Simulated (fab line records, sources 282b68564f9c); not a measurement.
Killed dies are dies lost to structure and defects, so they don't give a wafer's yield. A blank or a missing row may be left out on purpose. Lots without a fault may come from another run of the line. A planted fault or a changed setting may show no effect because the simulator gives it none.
Which tool did it? | flow rit_cmos | 15 lots, 45 wafers sampled, at 2 steps of a route of 202

WHAT THE GAUGES READ, wafer by wafer
The record holds no reading of a measuring or inspecting step that can be judged against a usual standard deviation.

WHICH TOOL RAN EACH LOT (tool, then ch and the chambers of the sampled wafers, then the start)
lot  | RIT_ACTIVE_STRIP_14                 | RIT_M1_PROBE_99
L995 | plasma_asher-02 ch 0, day 1 19:58   | prober-02, day 3 18:04
L996 | plasma_asher-04 ch 0, day 2 01:06   | -
L997 | plasma_asher-02 ch 0,1, day 2 06:42 | prober-02, day 4 05:20
L999 | plasma_asher-02 ch 0,1, day 2 17:39 | prober-02, day 4 15:22
L100 | plasma_asher-04 ch 0,1, day 2 21:55 | prober-01, day 4 21:29
L101 | plasma_asher-02 ch 0,1, day 3 02:59 | prober-02, day 5 01:04
L102 | plasma_asher-04 ch 0,1, day 3 06:58 | prober-01, day 5 03:37
L105 | plasma_asher-02 ch 0, day 3 23:25   | prober-02, day 5 23:38
L106 | plasma_asher-02 ch 0,1, day 4 03:50 | -
L108 | plasma_asher-04 ch 0,1, day 4 14:53 | prober-01, day 6 21:35
L113 | plasma_asher-04 ch 0,1, day 5 17:23 | -
L114 | plasma_asher-01 ch 0,1, day 5 20:03 | -
L115 | plasma_asher-02 ch 0,1, day 6 04:41 | prober-02, day 8 17:07
L116 | plasma_asher-02 ch 0,1, day 6 09:43 | -
L117 | plasma_asher-02 ch 0,1, day 6 11:49 | -
- RIT_ACTIVE_STRIP_14: strips in O2, time 180 s.
- RIT_M1_PROBE_99

WHAT THE TOOLS THEMSELVES READ (means of the sampled wafers that have a number; where no wafer has one, the mark that the record gives instead)
RIT_ACTIVE_STRIP_14.
lot  | tool            | chamber_pressure_mTorr (mTorr) | drypump_motor_current_A (A)
L995 | plasma_asher-02 | 4000                           | 6.5
L996 | plasma_asher-04 | 3997                           | 5.3
L997 | plasma_asher-02 | 4000                           | 6.1
L999 | plasma_asher-02 | -                              | -
L100 | plasma_asher-04 | -                              | -
L101 | plasma_asher-02 | -                              | -
L102 | plasma_asher-04 | 3999                           | 5.7
L105 | plasma_asher-02 | 3997                           | 6.5
L106 | plasma_asher-02 | 4002                           | 6.1
L108 | plasma_asher-04 | 3995                           | 5.5
L113 | plasma_asher-04 | 3998                           | 5.7
L114 | plasma_asher-01 | 4002                           | 5.2
L115 | plasma_asher-02 | 4001                           | 6.3
L116 | plasma_asher-02 | 3997                           | 6.3
L117 | plasma_asher-02 | 4002                           | 6.3

RIT_M1_PROBE_99.
lot  | tool      | killed_at_contacts | killed_at_front_end | killed_dies | killed_on_rim | killed_open | killed_short
L995 | prober-02 | 0.0                | 7                   | 7           | 1.7           | 3.0         | 4.0
L997 | prober-02 | 0.0                | 8                   | 8           | 0.7           | 3.7         | 4.3
L999 | prober-02 | 0.0                | 264                 | 264         | 70.0          | 2.3         | 6.0
L100 | prober-01 | 0.3                | 264                 | 264         | 70.0          | 2.3         | 3.0
L101 | prober-02 | 0.0                | 264                 | 264         | 70.0          | 4.0         | 3.0
L102 | prober-01 | 0.0                | 8                   | 8           | 2.3           | 3.3         | 5.0
L105 | prober-02 | 0.0                | 8                   | 8           | 1.3           | 4.0         | 4.0
L108 | prober-01 | 0.0                | 7                   | 7           | 2.0           | 4.7         | 2.0
L115 | prober-02 | 0.0                | 4                   | 4           | 1.7           | 2.7         | 1.7

THE ANSWER, worked out from the rows above alone
Rule: what is usual is taken from the lots themselves. Put in order of their means at a reading, lots are off if they are a third of the lots or fewer, leave a main group of 4 or more, and stand apart from it by a gap of 3 or more times the standard deviation of the main group's means; of several such gaps the widest counts. A main group whose means are all the same, to the digits that the tables above print for the reading, isn't used. A lot without any number at a reading at which 4 lots or more have one is off too. The other lots that the step has rows for count as sound. The gauges are gone through in route order, then the tools' own readings, and for those a lot's mean is taken as printed above. The first step at which some lot is off is used, and at that step the reading that is off furthest; a lot without a number counts as furthest.
Off: L999, L100, L101, at RIT_ACTIVE_STRIP_14 (chamber_pressure_mTorr). Without a number there: L999, L100, L101. The main group: mean 3999 mTorr, standard deviation 2.3.
A tool fits if, at that step or a process step before it, it ran every lot that is off, and no sound lot after the first of them. None of those tried fits.

WHAT THE SIMULATOR HAD PUT IN
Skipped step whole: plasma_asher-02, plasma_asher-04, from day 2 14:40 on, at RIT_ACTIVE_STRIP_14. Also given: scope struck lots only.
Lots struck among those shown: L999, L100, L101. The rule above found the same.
